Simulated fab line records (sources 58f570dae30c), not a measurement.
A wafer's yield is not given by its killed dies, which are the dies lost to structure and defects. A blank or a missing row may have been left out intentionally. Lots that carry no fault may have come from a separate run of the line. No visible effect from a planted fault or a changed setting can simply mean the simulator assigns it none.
Split-lot study | flow berkeley_cmos170 | route with 331 steps; 5 lots, 23 wafers read

## ABOUT THE SPLIT
At UCB170_WELLDRIVE_OXIDATION_01 (target thk 199 nm, ox time 9000 s), the setting ox_time_s was moved away from the recipe's 9000 s on 20 of the 23 wafers read, by -5.7% to +11.8%. The other wafers ran this setting at the recipe's value.

Reading taken at the split's own step.

## THE READING
SiO2_of_WELLDRIVE_OXIDATION_01.thk_nm (the simulator's own value, which no gauge read), in nm, at UCB170_WELLDRIVE_OXIDATION_01 (target thk 199 nm, ox time 9000 s). The file does not state a usual value for it. The 3 wafers here that ran the recipe average 204.9 nm, standard deviation 1.2 nm.

wafer  | tool, chamber at the split | ox_time_s as run, s | against the recipe | SiO2_of_WELLDRIVE_OXIDATION_01.thk_nm, nm | against lot-mates on the recipe
L077.1 | -, -                       | 10060               | +11.8%             | 217.4                                     | no lot-mate on the recipe
L077.2 | -, -                       | 10060               | +11.8%             | 218.8                                     | no lot-mate on the recipe
L077.3 | -, -                       | 10060               | +11.8%             | 216.9                                     | no lot-mate on the recipe
L077.4 | -, -                       | 10060               | +11.8%             | 217.7                                     | no lot-mate on the recipe
L077.6 | -, -                       | 10060               | +11.8%             | 216.7                                     | no lot-mate on the recipe
L080.1 | -, -                       | 8488                | -5.7%              | 187.1                                     | no lot-mate on the recipe
L080.3 | -, -                       | 8488                | -5.7%              | 188.1                                     | no lot-mate on the recipe
L080.4 | -, -                       | 8488                | -5.7%              | 186                                       | no lot-mate on the recipe
L080.5 | -, -                       | 8488                | -5.7%              | 188.3                                     | no lot-mate on the recipe
L080.6 | -, -                       | 8488                | -5.7%              | 189.2                                     | no lot-mate on the recipe
L082.1 | -, -                       | 10010               | +11.2%             | 205                                       | no lot-mate on the recipe
L082.2 | -, -                       | 10010               | +11.2%             | 204.5                                     | no lot-mate on the recipe
L082.3 | -, -                       | 10010               | +11.2%             | 207.1                                     | no lot-mate on the recipe
L082.4 | -, -                       | 10010               | +11.2%             | 208                                       | no lot-mate on the recipe
L082.5 | -, -                       | 10010               | +11.2%             | 205.9                                     | no lot-mate on the recipe
L083.1 | -, -                       | 9920                | +10.2%             | 214.7                                     | no lot-mate on the recipe
L083.2 | -, -                       | 9920                | +10.2%             | 212.3                                     | no lot-mate on the recipe
L083.4 | -, -                       | 9920                | +10.2%             | 213.9                                     | no lot-mate on the recipe
L083.5 | -, -                       | 9920                | +10.2%             | 213.8                                     | no lot-mate on the recipe
L083.6 | -, -                       | 9920                | +10.2%             | 210.2                                     | no lot-mate on the recipe
L085.1 | furnace-04, 0              | 9000                | recipe             | 203.3                                     | -
L085.2 | furnace-04, 0              | 9000                | recipe             | 205.3                                     | -
L085.5 | furnace-04, 0              | 9000                | recipe             | 206.2                                     | -

THE FIT
A straight line over all 23 wafers: SiO2_of_WELLDRIVE_OXIDATION_01.thk_nm changes by +1.33 nm for each +1% of ox_time_s; r = +0.89; the points scatter about the line by 5 nm.
Too few moved wafers with a lot-mate on the recipe to fit a line net of each lot's own level.

## THE FILE'S OWN FIT
SiO2_of_WELLDRIVE_OXIDATION_01.thk_nm changes by +1.32 nm for each +1% of ox_time_s, r = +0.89.
